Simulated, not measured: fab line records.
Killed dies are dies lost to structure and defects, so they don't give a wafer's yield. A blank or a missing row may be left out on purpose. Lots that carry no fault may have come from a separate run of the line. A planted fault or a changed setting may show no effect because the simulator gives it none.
fab line records	flow rit_cmos
record: lots: 5	wafers: 23
route steps=202 shown ACTIVE@7 NWELL@29 NRETRO@54 GATE@84 NLDD@110
start_h: start of the lot's first displayed wafer, in hours after the record's first day	wait_h: time in hours since the lot's previous step	" identical to the entry in the row above	L1.1+2: a row that stands for several wafers	- either no value or no given start	* or withheld: withheld	< > ~ a bound
route shown NAME@n: names a module that has steps shown in the file, with the first one's number in the route	usual: mean/standard deviation taken from wafers without a fault	same: alike in all rows	chamber/n: place in a boat	sites: the reading at each site	_std_site: their standard deviation	_edge_site: inner sites' mean taken away from outer sites' mean	radius_mm: for every site, how far away it sits from the centre of the wafer	mask NAME#n: copy n	behind: the last tool/chamber to shape the wafer	hold: why the lot went on hold/how many hours it stayed there/how the hold came to an end	device: transistor that didn't switch, given as n, p or np	end of line: tests run on the same wafers once the route is complete	for a step that has no rows: nothing shown but its recipe	killed: the dies lost at the first sort to structure and to defects; this is not the yield of the wafer	map: a wafer's dies, x killed, . not, _ none there
set.NAME: the setting as run; set.NAME@STEP: as run at that earlier step	model.NAME: the simulator's own value behind a step, which no gauge read
lots whose settings were changed on purpose; a table a step, a row a wafer
== steps ==
step: RIT_ACTIVE_COAT_06
recipe: resist: NOVOLAK	spin_rpm: 3250	resist_thk_nm: 1000
lot.wafer	tool	chamber	start_h	wait_h	set.spin_rpm	model.NOVOLAK_of_ACTIVE_COAT_06.thk_nm
L074.1	litho_track-03	0	13.74	0.1	3250	999.8
L074.4	"	0	"	"	3250	1004
L074.5	"	0	"	"	3250	1002
L075.1	litho_track-03	0	20.26	0.1	3250	1001
L075.2	"	0	"	"	3374	980.4
L075.3	"	0	"	"	3374	985.7
L075.5	"	0	"	"	3250	1005
L075.6	"	0	"	"	3374	984.2
L077.1+5	litho_track-04	0	28.74	0.1	3250	1002
L077.2	"	0	"	"	3250	1004
L077.4	"	0	"	"	3250	1005
L077.6	"	0	"	"	3250	1003
L079.1+2	litho_track-03	0	38.74	0.1	3250	1001
L079.4	"	0	"	"	3250	999.9
L079.5	"	0	"	"	3250	1003
L079.6	"	0	"	"	3250	999
L084.1	litho_track-04	0	63.74	0.1	3250	997.2
L084.2	"	0	"	"	3367	980.1
L084.3	"	0	"	"	3367	982.8
L084.5	"	0	"	"	3367	984
L084.6	"	0	"	"	3250	1002
step: RIT_ACTIVE_DEVELOP_10
recipe: resist: NOVOLAK	develop_time_s: 50	dev_temp_c: 23
lot.wafer	tool	chamber	start_h	wait_h	set.develop_time_s
L074.1+4+5	litho_track-03	0	-	-	50
L075.1+3+6	litho_track-01	0	-	-	54.32
L075.2+5	"	0	"	"	50
L077.1+2+4	litho_track-03	0	-	-	57.21
L077.5+6	"	0	"	"	50
L079.1+4+6	litho_track-03	0	-	-	56.32
L079.2+5	"	0	"	"	50
L084.1+2	litho_track-04	0	-	-	53.99
L084.3+5+6	"	0	"	"	50
step: RIT_ACTIVE_CD_MEAS_11
recipe: target_cd_nm: 1400
usual: cd_nm: 1399.6/2.2
lot.wafer	tool	chamber	start_h	wait_h	set.develop_time_s@ACTIVE_DEVELOP_10	cd_nm
L074.1	cd_sem-02	-	14.44	-	50	1402.8
L074.4	"	-	"	"	50	1402.4
L074.5	"	-	"	"	50	1401.4
L075.1	cd_sem-01	-	21.09	-	54.32	1389.6
L075.2	"	-	"	"	50	1395.9
L075.3	"	-	"	"	54.32	1386.1
L075.5	"	-	"	"	50	1398.5
L075.6	"	-	"	"	54.32	1387.2
L077.1	cd_sem-02	-	29.44	-	57.21	1385.0
L077.2	"	-	"	"	57.21	1382.9
L077.4	"	-	"	"	57.21	1384.9
L077.5	"	-	"	"	50	1395.5
L077.6	"	-	"	"	50	1397.2
L079.1	cd_sem-02	-	39.44	-	56.32	1389.3
L079.2	"	-	"	"	50	1400.4
L079.4	"	-	"	"	56.32	1388.2
L079.5	"	-	"	"	50	1401.1
L079.6	"	-	"	"	56.32	1388.8
L084.1	cd_sem-02	-	64.44	-	53.99	1392.1
L084.2	"	-	"	"	53.99	1390.2
L084.3	"	-	"	"	50	1398.4
L084.5	"	-	"	"	50	1396.4
L084.6	"	-	"	"	50	1399.7
step: RIT_ACTIVE_HARDBAKE_12
recipe: resist: NOVOLAK	temp_c: 140	time_s: 60
lot.wafer	tool	chamber	start_h	wait_h	set.spin_rpm@ACTIVE_COAT_06	model.NOVOLAK_of_ACTIVE_COAT_06.thk_nm
L074.1	litho_track-01	0	14.56	0.1	3250	883.5
L074.4	"	0	"	"	3250	887
L074.5	"	0	"	"	3250	885.4
L075.1	litho_track-04	0	21.30	0.2	3250	884.6
L075.2	"	0	"	"	3374	866.7
L075.3	"	0	"	"	3374	871.3
L075.5	"	0	"	"	3250	888
L075.6	"	0	"	"	3374	870
L077.1	litho_track-03	0	29.56	0.1	3250	885.8
L077.2	"	0	"	"	3250	887.2
L077.4	"	0	"	"	3250	888.3
L077.5	"	0	"	"	3250	885.7
L077.6	"	0	"	"	3250	886.3
L079.1	litho_track-01	0	39.56	0.1	3250	884.7
L079.2	"	0	"	"	3250	884.9
L079.4	"	0	"	"	3250	883.6
L079.5	"	0	"	"	3250	886
L079.6	"	0	"	"	3250	882.9
L084.1	litho_track-01	0	64.56	0.1	3250	881.4
L084.2	"	0	"	"	3367	866.3
L084.3	"	0	"	"	3367	868.8
L084.5	"	0	"	"	3367	869.7
L084.6	"	0	"	"	3250	885.2
step: RIT_ACTIVE_ETCH_13
recipe: stop_on: SiO2	chemistry: SF6	target: Si3N4	time_s: 210	over_etch_frac: 0.4	SF6_flow_sccm: 200	pressure_mtorr: 260	rf_w: 125	target_depth_a: 2100
lot.wafer	tool	chamber	start_h	wait_h	set.spin_rpm@ACTIVE_COAT_06	set.develop_time_s@ACTIVE_DEVELOP_10	model.ACTIVE.cd_nm	model.NOVOLAK_of_ACTIVE_COAT_06.thk_nm
L074.1	rie_diel-01	2	14.71	0.1	3250	50	1403	654.8
L074.4	"	3	"	"	3250	50	1403	660.5
L074.5	"	0	"	"	3250	50	1401	655.2
L075.1	rie_diel-03	0	21.45	0.1	3250	54.32	1390	654
L075.2	"	2	"	"	3374	50	1396	642.3
L075.3	"	3	"	"	3374	54.32	1386	642.6
L075.5	"	3	"	"	3250	50	1399	659
L075.6	"	0	"	"	3374	54.32	1387	639.8
L077.1	rie_diel-01	2	29.71	0.1	3250	57.21	1385	657.4
L077.2	"	3	"	"	3250	57.21	1383	662.1
L077.4	"	0	"	"	3250	57.21	1385	660.4
L077.5	"	3	"	"	3250	50	1396	659.3
L077.6	"	2	"	"	3250	50	-	658.8
L079.1	rie_diel-01	0	39.71	0.1	3250	56.32	1389	654.4
L079.2	"	3	"	"	3250	50	1400	660.1
L079.4	"	1	"	"	3250	56.32	1388	651.2
L079.5	"	2	"	"	3250	50	1401	656.6
L079.6	"	3	"	"	3250	56.32	1389	655.7
L084.1	rie_diel-04	3	64.71	0.1	3250	53.99	1392	653.6
L084.2	"	1	"	"	3367	53.99	1390	633.8
L084.3	"	0	"	"	3367	50	1399	637.5
L084.5	"	1	"	"	3367	50	1396	635.5
L084.6	"	0	"	"	3250	50	1400	656.3
step: RIT_ACTIVE_STRIP_14
recipe: chemistry: O2	time_s: 180	resist: NOVOLAK	platen_temp_c: withheld	power_w: 500	pressure_mtorr: 4000	o2_flow_sccm: 4000
step: RIT_ACTIVE_CD_MEAS_90
recipe: target_cd_nm: 1400
usual: cd_nm: 1399.6/2.2
lot.wafer	tool	chamber	start_h	wait_h	set.develop_time_s@ACTIVE_DEVELOP_10	cd_nm
L074.1	cd_sem-01	-	15.02	0.1	50	1403.0
L074.4	"	-	"	"	50	1402.9
L074.5	"	-	"	"	50	1401.0
L075.1	cd_sem-01	-	21.75	0.1	54.32	1389.8
L075.2	"	-	"	"	50	1396.0
L075.3	"	-	"	"	54.32	1385.7
L075.5	"	-	"	"	50	1399.0
L075.6	"	-	"	"	54.32	1387.1
L077.1	cd_sem-02	-	30.02	0.1	57.21	1384.8
L077.2	"	-	"	"	57.21	1382.8
L077.4	"	-	"	"	57.21	1384.8
L077.5	"	-	"	"	50	1395.9
L077.6	"	-	"	"	50	1397.3
L079.1	cd_sem-02	-	40.02	0.1	56.32	1389.1
L079.2	"	-	"	"	50	1400.0
L079.4	"	-	"	"	56.32	1388.5
L079.5	"	-	"	"	50	1401.1
L079.6	"	-	"	"	56.32	1388.4
L084.1	cd_sem-02	-	65.02	0.1	53.99	1392.2
L084.2	"	-	"	"	53.99	1390.2
L084.3	"	-	"	"	50	1398.8
L084.5	"	-	"	"	50	1396.4
L084.6	"	-	"	"	50	1399.6
step: RIT_NWELL_COAT_01
recipe: resist: NOVOLAK	spin_rpm: 2000	resist_thk_nm: 1300
lot.wafer	tool	chamber	start_h	wait_h	set.resist_thk_nm	model.NOVOLAK_of_NWELL_COAT_01.thk_nm
L074.1+5	litho_track-02	0	20.15	0.1	1300	1305
L074.4	"	0	"	"	1300	1304
L075.1	litho_track-04	0	26.23	0.1	1300	1299
L075.2+3	"	0	"	"	1224	1227
L075.5	"	0	"	"	1224	1226
L075.6	"	0	"	"	1300	1304
L077.1	litho_track-04	0	35.48	0.1	1375	1381
L077.2+6	"	0	"	"	1375	1382
L077.4	"	0	"	"	1300	1302
L077.5	"	0	"	"	1300	1307
L079.1+4	litho_track-02	0	44.52	0.1	1300	1297
L079.2	"	0	"	"	1374	1377
L079.5	"	0	"	"	1300	1298
L079.6	"	0	"	"	1374	1371
L084.1+5	litho_track-04	0	69.98	0.1	1229	1236
L084.2	"	0	"	"	1300	1304
L084.3	"	0	"	"	1300	1302
L084.6	"	0	"	"	1300	1305
step: RIT_NWELL_SOFTBAKE_02
recipe: resist: NOVOLAK	temp_c: 90	time_s: 60
step: RIT_NWELL_EXPOSE_03
recipe: mask_id: M2	na: 0.57	target_cd_nm: 43900	dose_mj: 250
step: RIT_NWELL_DEVELOP_05
recipe: resist: NOVOLAK	develop_time_s: 68	dev_temp_c: 23
step: RIT_NWELL_HARDBAKE_07
recipe: resist: NOVOLAK	temp_c: 140	time_s: 120
lot.wafer	tool	chamber	start_h	wait_h	set.resist_thk_nm@NWELL_COAT_01	model.NOVOLAK_of_NWELL_COAT_01.thk_nm
L074.1+5	litho_track-04	0	21.05	0.0	1300	1141
L074.4	"	0	"	"	1300	1140
L075.1	litho_track-04	0	26.99	0.0	1300	1136
L075.2+3	"	0	"	"	1224	1074
L075.5	"	0	"	"	1224	1073
L075.6	"	0	"	"	1300	1141
L077.1	litho_track-02	0	36.25	0.0	1375	1207
L077.2+6	"	0	"	"	1375	1208
L077.4	"	0	"	"	1300	1138
L077.5	"	0	"	"	1300	1143
L079.1+5	litho_track-04	0	45.29	0.0	1300	1135
L079.2	"	0	"	"	1374	1204
L079.4	"	0	"	"	1300	1134
L079.6	"	0	"	"	1374	1198
L084.1	litho_track-02	0	70.75	0.0	1229	1081
L084.2	"	0	"	"	1300	1140
L084.3	"	0	"	"	1300	1139
L084.5	"	0	"	"	1229	1082
L084.6	"	0	"	"	1300	1141
step: RIT_NWELL_IMPLANT_08
recipe: species: P	energy_kev: 170	dose_cm2: 5e+13	tilt_deg: 7
lot.wafer	tool	chamber	start_h	wait_h	set.energy_kev	model.implant.rp_nm	model.implant.drp_nm
L074.1+4+5	implanter-02	0	21.30	0.2	170	209.8	68.82
L075.1+2+6	implanter-01	0	27.24	0.2	170	215.8	68.82
L075.3+5	"	0	"	"	176.7	224.6	70.85
L077.1+4+6	implanter-01	0	36.50	0.2	165.4	211.4	67.45
L077.2+5	"	0	"	"	170	217.4	68.82
L079.1+2	implanter-03	0	45.54	0.2	178.8	220.1	71.48
L079.4+5+6	"	0	"	"	170	208.9	68.82
L084.1+3+5	implanter-03	0	71.00	0.2	170	216.8	68.82
L084.2+6	"	0	"	"	164.5	209.6	67.18
step: RIT_NRETRO_COAT_01
recipe: resist: NOVOLAK	spin_rpm: 2000	resist_thk_nm: 1300
lot.wafer	tool	chamber	start_h	wait_h	set.resist_thk_nm	model.NOVOLAK_of_NRETRO_COAT_01.thk_nm
L074.1	litho_track-01	0	29.08	0.1	1300	1294
L074.4	"	0	"	"	1300	1292
L074.5	"	0	"	"	1300	1297
L075.1+3	litho_track-01	0	34.79	0.1	1300	1303
L075.2	"	0	"	"	1300	1305
L075.5	"	0	"	"	1356	1363
L075.6	"	0	"	"	1356	1361
L077.1+2	litho_track-02	0	44.07	0.1	1300	1304
L077.4	"	0	"	"	1300	1309
L077.5	"	0	"	"	1300	1307
L077.6	"	0	"	"	1300	1308
L079.1	litho_track-03	0	53.77	0.1	1300	1296
L079.2	"	0	"	"	1300	1300
L079.4	"	0	"	"	1300	1302
L079.5	"	0	"	"	1300	1298
L079.6	"	0	"	"	1300	1303
L084.1	litho_track-01	0	78.45	0.1	1261	1259
L084.2+6	"	0	"	"	1261	1256
L084.3	"	0	"	"	1300	1296
L084.5	"	0	"	"	1300	1300
step: RIT_NRETRO_SOFTBAKE_02
recipe: resist: NOVOLAK	temp_c: 90	time_s: 60
step: RIT_NRETRO_EXPOSE_03
recipe: mask_id: M4	na: 0.57	target_cd_nm: 43900	dose_mj: 250
step: RIT_NRETRO_DEVELOP_05
recipe: resist: NOVOLAK	develop_time_s: 68	dev_temp_c: 23
step: RIT_NRETRO_HARDBAKE_07
recipe: resist: NOVOLAK	temp_c: 140	time_s: 120
lot.wafer	tool	chamber	start_h	wait_h	set.resist_thk_nm@NRETRO_COAT_01	model.NOVOLAK_of_NRETRO_COAT_01.thk_nm
L074.1	litho_track-01	0	30.06	0.0	1300	1132
L074.4	"	0	"	"	1300	1130
L074.5	"	0	"	"	1300	1134
L075.1	litho_track-01	0	35.55	0.0	1300	1140
L075.2	"	0	"	"	1300	1141
L075.3	"	0	"	"	1300	1139
L075.5	"	0	"	"	1356	1191
L075.6	"	0	"	"	1356	1190
L077.1+2	litho_track-02	0	44.97	0.1	1300	1140
L077.4+6	"	0	"	"	1300	1144
L077.5	"	0	"	"	1300	1143
L079.1	litho_track-03	0	54.62	0.0	1300	1133
L079.2	"	0	"	"	1300	1137
L079.4	"	0	"	"	1300	1139
L079.5	"	0	"	"	1300	1136
L079.6	"	0	"	"	1300	1140
L084.1	litho_track-03	0	79.21	0.0	1261	1102
L084.2+6	"	0	"	"	1261	1099
L084.3	"	0	"	"	1300	1133
L084.5	"	0	"	"	1300	1136
step: RIT_GATE_CVD_08
recipe: material: poly-Si	target_thk_nm: 250	temp_c: 610	precursor: SiH4	time_s: 2220	pressure_mtorr: 300	sih4_flow_sccm: 100
lot.wafer	tool	chamber	start_h	wait_h	set.temp_c	model.poly-Si_of_GATE_CVD_08.thk_nm
L074.1	lpcvd-02	0	34.89	0.1	610	249.5
L074.4	"	0	"	"	610	249
L074.5	"	0	"	"	610	250.8
L075.1	-	-	-	0.1	619.1	311
L075.2	"	-	"	"	619.1	312.5
L075.3	"	-	"	"	619.1	312.9
L075.5	"	-	"	"	619.1	313.3
L075.6	"	-	"	"	619.1	310.8
L077.1	-	-	-	0.1	599.2	187.5
L077.2+6	"	-	"	"	599.2	186.9
L077.4	"	-	"	"	599.2	186.2
L077.5	"	-	"	"	599.2	188.8
L079.1	-	-	-	0.1	605.3	225.2
L079.2	"	-	"	"	605.3	228.6
L079.4	"	-	"	"	605.3	230
L079.5	"	-	"	"	605.3	229.1
L079.6	"	-	"	"	605.3	229.3
L084.1	-	-	-	0.1	597.1	184.6
L084.2	"	-	"	"	597.1	183.6
L084.3	"	-	"	"	597.1	185
L084.5	"	-	"	"	597.1	185.6
L084.6	"	-	"	"	597.1	186.2
step: RIT_GATE_THK_MEAS_09
recipe: reads: poly-Si_of_GATE_CVD_08
usual: GATE_POLY_THK: 251/3.1
lot.wafer	tool	chamber	start_h	wait_h	set.temp_c@GATE_CVD_08	GATE_POLY_THK[nm]
L074.1	film_metro-04	-	36.50	0.0	610	250
L074.4	"	-	"	"	610	249
L074.5	"	-	"	"	610	251
L075.1	film_metro-02	-	-	-	619.1	311
L075.2	"	-	"	"	619.1	313
L075.3	"	-	"	"	619.1	312
L075.5	"	-	"	"	619.1	313
L075.6	"	-	"	"	619.1	311
L077.1	film_metro-03	-	-	-	599.2	187
L077.2	"	-	"	"	599.2	187
L077.4	"	-	"	"	599.2	186
L077.5	"	-	"	"	599.2	189
L077.6	"	-	"	"	599.2	187
L079.1	film_metro-02	-	-	-	605.3	225
L079.2	"	-	"	"	605.3	229
L079.4	"	-	"	"	605.3	230
L079.5	"	-	"	"	605.3	229
L079.6	"	-	"	"	605.3	229
L084.1	film_metro-04	-	-	-	597.1	185
L084.2	"	-	"	"	597.1	184
L084.3	"	-	"	"	597.1	185
L084.5	"	-	"	"	597.1	185
L084.6	"	-	"	"	597.1	186
step: RIT_GATE_COAT_11
recipe: resist: NOVOLAK	spin_rpm: 4250	resist_thk_nm: 850
lot.wafer	tool	chamber	start_h	wait_h	set.resist_thk_nm	model.NOVOLAK_of_GATE_COAT_11.thk_nm
L074.1	litho_track-03	0	36.71	0.1	850	851.3
L074.4	"	0	"	"	850	851.2
L074.5	"	0	"	"	850	851.4
L075.1	litho_track-02	0	41.57	0.1	850	852.7
L075.2	"	0	"	"	875.5	876.2
L075.3	"	0	"	"	850	852.4
L075.5	"	0	"	"	850	851.3
L075.6	"	0	"	"	875.5	877.5
L077.1	litho_track-04	0	51.56	0.1	850	851.7
L077.2	"	0	"	"	850	848
L077.4	"	0	"	"	850	851
L077.5	"	0	"	"	850	849.3
L077.6	"	0	"	"	850	848.8
L079.1	litho_track-03	0	61.67	0.1	850	851.7
L079.2	"	0	"	"	833.6	839.1
L079.4	"	0	"	"	850	852
L079.5	"	0	"	"	833.6	836.8
L079.6	"	0	"	"	833.6	833.8
L084.1	litho_track-04	0	85.11	0.1	882.8	886.2
L084.2	"	0	"	"	850	850.2
L084.3	"	0	"	"	882.8	883.6
L084.5	"	0	"	"	850	850
L084.6	"	0	"	"	882.8	882.8
step: RIT_GATE_SOFTBAKE_12
recipe: resist: NOVOLAK	temp_c: 90	time_s: 60
step: RIT_GATE_EXPOSE_13
recipe: mask_id: M6	na: 0.6	source_shape: conventional	sigma_outer: 0.6	target_cd_nm: 150	dose_mj: 380
step: RIT_GATE_HARDBAKE_18
recipe: resist: NOVOLAK	temp_c: 140	time_s: 60
lot.wafer	tool	chamber	start_h	wait_h	set.resist_thk_nm@GATE_COAT_11	model.NOVOLAK_of_GATE_COAT_11.thk_nm
L074.1	litho_track-04	0	37.81	0.0	850	753.7
L074.4	"	0	"	"	850	753.5
L074.5	"	0	"	"	850	753.8
L075.1	litho_track-03	0	42.42	0.0	850	754.9
L075.2	"	0	"	"	875.5	775.4
L075.3	"	0	"	"	850	754.6
L075.5	"	0	"	"	850	753.7
L075.6	"	0	"	"	875.5	776.6
L077.1	litho_track-02	0	52.43	0.0	850	753.9
L077.2	"	0	"	"	850	750.8
L077.4	"	0	"	"	850	753.4
L077.5	"	0	"	"	850	751.9
L077.6	"	0	"	"	850	751.4
L079.1	litho_track-02	0	62.52	0.0	850	754
L079.2	"	0	"	"	833.6	742.9
L079.4	"	0	"	"	850	754.2
L079.5	"	0	"	"	833.6	741
L079.6	"	0	"	"	833.6	738.2
L084.1	litho_track-03	0	86.10	0.2	882.8	784.2
L084.2	"	0	"	"	850	752.6
L084.3	"	0	"	"	882.8	781.8
L084.5	"	0	"	"	850	752.5
L084.6	"	0	"	"	882.8	781.1
step: RIT_GATE_ETCH_19
recipe: chemistry: SF6/CHF3/O2	time_s: 165	SF6_flow_sccm: 30	CHF3_flow_sccm: 30	O2_flow_sccm: 5	target: poly-Si	pressure_mtorr: 40	rf_w: 160	target_depth_a: 3125	over_etch_frac: 0.25	stop_on: SiO2
usual: oes_product_au: 0.845/0.017
lot.wafer	tool	chamber	start_h	wait_h	set.over_etch_frac	set.temp_c@GATE_CVD_08	set.resist_thk_nm@GATE_COAT_11	oes_product_au	model.GATE.feature_depth_nm	model.etch.depth_nm	model.NOVOLAK_of_GATE_COAT_11.thk_nm
L074.1	rie_si-01	2	37.96	0.1	0.25	610	850	0.851	249.5	249.5	670.1
L074.4	"	2	"	"	0.25	610	850	0.851	249	249	670.4
L074.5	"	3	"	"	0.25	610	850	0.837	250.8	250.8	670.8
L075.1	rie_si-02	3	42.57	0.1	0.2067	619.1	850	0.997	306.5	306.5	674.2
L075.2	"	1	"	"	0.25	619.1	875.5	0.990	309.7	-	693.6
L075.3	"	0	"	"	0.25	619.1	850	1.008	312.9	312.9	671.6
L075.5	"	0	"	"	0.2067	619.1	850	1.025	305.4	-	673.3
L075.6	"	3	"	"	0.2067	619.1	875.5	0.997	308.4	308.4	695.4
L077.1	rie_si-02	1	52.58	0.1	0.1939	599.2	850	0.717	187.5	187.5	676.8
L077.2	"	2	"	"	0.25	599.2	850	0.684	186.9	186.9	669.7
L077.4	"	0	"	"	0.25	599.2	850	0.708	186.2	186.2	670.9
L077.5	"	2	"	"	0.25	599.2	850	0.683	188.8	188.8	671
L077.6	"	1	"	"	0.1939	599.2	850	0.718	186.9	186.9	674.2
L079.1	rie_si-02	3	62.67	0.1	0.2144	605.3	850	0.793	225.2	-	672.3
L079.2	"	1	"	"	0.25	605.3	833.6	0.796	228.6	-	661.2
L079.4	"	2	"	"	0.25	605.3	850	0.783	230	230	671.1
L079.5	"	0	"	"	0.2144	605.3	833.6	0.832	229.1	229.1	660
L079.6	"	1	"	"	0.2144	605.3	833.6	0.819	229.3	229.3	659.1
L084.1	rie_si-01	3	86.25	0.1	0.2832	597.1	882.8	0.667	184.6	-	698.6
L084.2	"	1	"	"	0.25	597.1	850	0.714	183.6	-	672.4
L084.3	"	0	"	"	0.25	597.1	882.8	0.673	185	-	699.9
L084.5	"	3	"	"	0.2832	597.1	850	0.669	185.6	185.6	668.1
L084.6	"	0	"	"	0.2832	597.1	882.8	0.668	186.2	186.2	697.5
step: RIT_NLDD_HARDBAKE_07
recipe: resist: NOVOLAK	temp_c: 140	time_s: 60
lot.wafer	tool	chamber	start_h	wait_h	set.temp_c	model.NOVOLAK_of_NLDD_COAT_01.thk_nm
L074.1	litho_track-04	0	43.39	0.0	140	885.2
L074.4	"	0	"	"	140	885.9
L074.5	"	0	"	"	140	887.7
L075.1	litho_track-01	0	46.96	0.0	138.8	889.6
L075.2	"	0	"	"	140	887
L075.3	"	0	"	"	138.8	891.2
L075.5	"	0	"	"	140	886.4
L075.6	"	0	"	"	138.8	887.8
L077.1	litho_track-04	0	57.22	0.0	136.3	891.6
L077.2	"	0	"	"	136.3	890.3
L077.4	"	0	"	"	136.3	888.5
L077.5	"	0	"	"	140	882.5
L077.6	"	0	"	"	140	880.6
L079.1	litho_track-01	0	67.02	0.0	140	882.5
L079.2	"	0	"	"	140	883
L079.4	"	0	"	"	140	885.4
L079.5	"	0	"	"	136.1	887.6
L079.6	"	0	"	"	136.1	888.6
L084.1	litho_track-04	0	90.88	0.0	140	886.7
L084.2	"	0	"	"	140	883.7
L084.3	"	0	"	"	140	885.7
L084.5	"	0	"	"	138.2	889.3
L084.6	"	0	"	"	138.2	887.4
== key ==
split: step: RIT_ACTIVE_COAT_06	setting: spin_rpm	stated: 3250	by: wafer
response: step: RIT_ACTIVE_COAT_06	reading: model.NOVOLAK_of_ACTIVE_COAT_06.thk_nm	change: -4.94	per: 1%	r: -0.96
response: step: RIT_ACTIVE_HARDBAKE_12	reading: model.NOVOLAK_of_ACTIVE_COAT_06.thk_nm	change: -4.32	per: 1%	r: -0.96
response: step: RIT_ACTIVE_ETCH_13	reading: model.NOVOLAK_of_ACTIVE_COAT_06.thk_nm	change: -4.59	per: 1%	r: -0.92
split: step: RIT_ACTIVE_DEVELOP_10	setting: develop_time_s	stated: 50	by: wafer
response: step: RIT_ACTIVE_CD_MEAS_11	reading: cd_nm	change: -0.92	per: 1%	r: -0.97
response: step: RIT_ACTIVE_ETCH_13	reading: model.ACTIVE.cd_nm	change: -0.927	per: 1%	r: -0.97
response: step: RIT_ACTIVE_CD_MEAS_90	reading: cd_nm	change: -0.935	per: 1%	r: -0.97
split: step: RIT_NWELL_COAT_01	setting: resist_thk_nm	stated: 1300	by: wafer
response: step: RIT_NWELL_COAT_01	reading: model.NOVOLAK_of_NWELL_COAT_01.thk_nm	change: +13.1	per: 1%	r: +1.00
response: step: RIT_NWELL_HARDBAKE_07	reading: model.NOVOLAK_of_NWELL_COAT_01.thk_nm	change: +11.3	per: 1%	r: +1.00
split: step: RIT_NWELL_IMPLANT_08	setting: energy_kev	stated: 170	by: wafer
response: step: RIT_NWELL_IMPLANT_08	reading: model.implant.rp_nm	change: +2.19	per: 1%	r: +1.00
response: step: RIT_NWELL_IMPLANT_08	reading: model.implant.drp_nm	change: +0.512	per: 1%	r: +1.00
split: step: RIT_NRETRO_COAT_01	setting: resist_thk_nm	stated: 1300	by: wafer
response: step: RIT_NRETRO_COAT_01	reading: model.NOVOLAK_of_NRETRO_COAT_01.thk_nm	change: +13.6	per: 1%	r: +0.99
response: step: RIT_NRETRO_HARDBAKE_07	reading: model.NOVOLAK_of_NRETRO_COAT_01.thk_nm	change: +11.7	per: 1%	r: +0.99
split: step: RIT_GATE_CVD_08	setting: temp_c	stated: 610	by: lot
response: step: RIT_GATE_CVD_08	reading: model.poly-Si_of_GATE_CVD_08.thk_nm	change: +36.1	per: 1%	r: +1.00
response: step: RIT_GATE_THK_MEAS_09	reading: GATE_POLY_THK	change: +36.1	per: 1%	r: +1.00
response: step: RIT_GATE_ETCH_19	reading: oes_product_au	change: +0.09	per: 1%	r: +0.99
response: step: RIT_GATE_ETCH_19	reading: model.GATE.feature_depth_nm	change: +35.2	per: 1%	r: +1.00
response: step: RIT_GATE_ETCH_19	reading: model.etch.depth_nm	change: +35.8	per: 1%	r: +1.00
split: step: RIT_GATE_COAT_11	setting: resist_thk_nm	stated: 850	by: wafer
response: step: RIT_GATE_COAT_11	reading: model.NOVOLAK_of_GATE_COAT_11.thk_nm	change: +8.52	per: 1%	r: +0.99
response: step: RIT_GATE_HARDBAKE_18	reading: model.NOVOLAK_of_GATE_COAT_11.thk_nm	change: +7.45	per: 1%	r: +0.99
response: step: RIT_GATE_ETCH_19	reading: model.NOVOLAK_of_GATE_COAT_11.thk_nm	change: +7.11	per: 1%	r: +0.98
split: step: RIT_GATE_ETCH_19	setting: over_etch_frac	stated: 0.25	by: wafer
response none clear
split: step: RIT_NLDD_HARDBAKE_07	setting: temp_c	stated: 140	by: wafer
response: step: RIT_NLDD_HARDBAKE_07	reading: model.NOVOLAK_of_NLDD_COAT_01.thk_nm	change: -2.42	per: 1%	r: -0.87
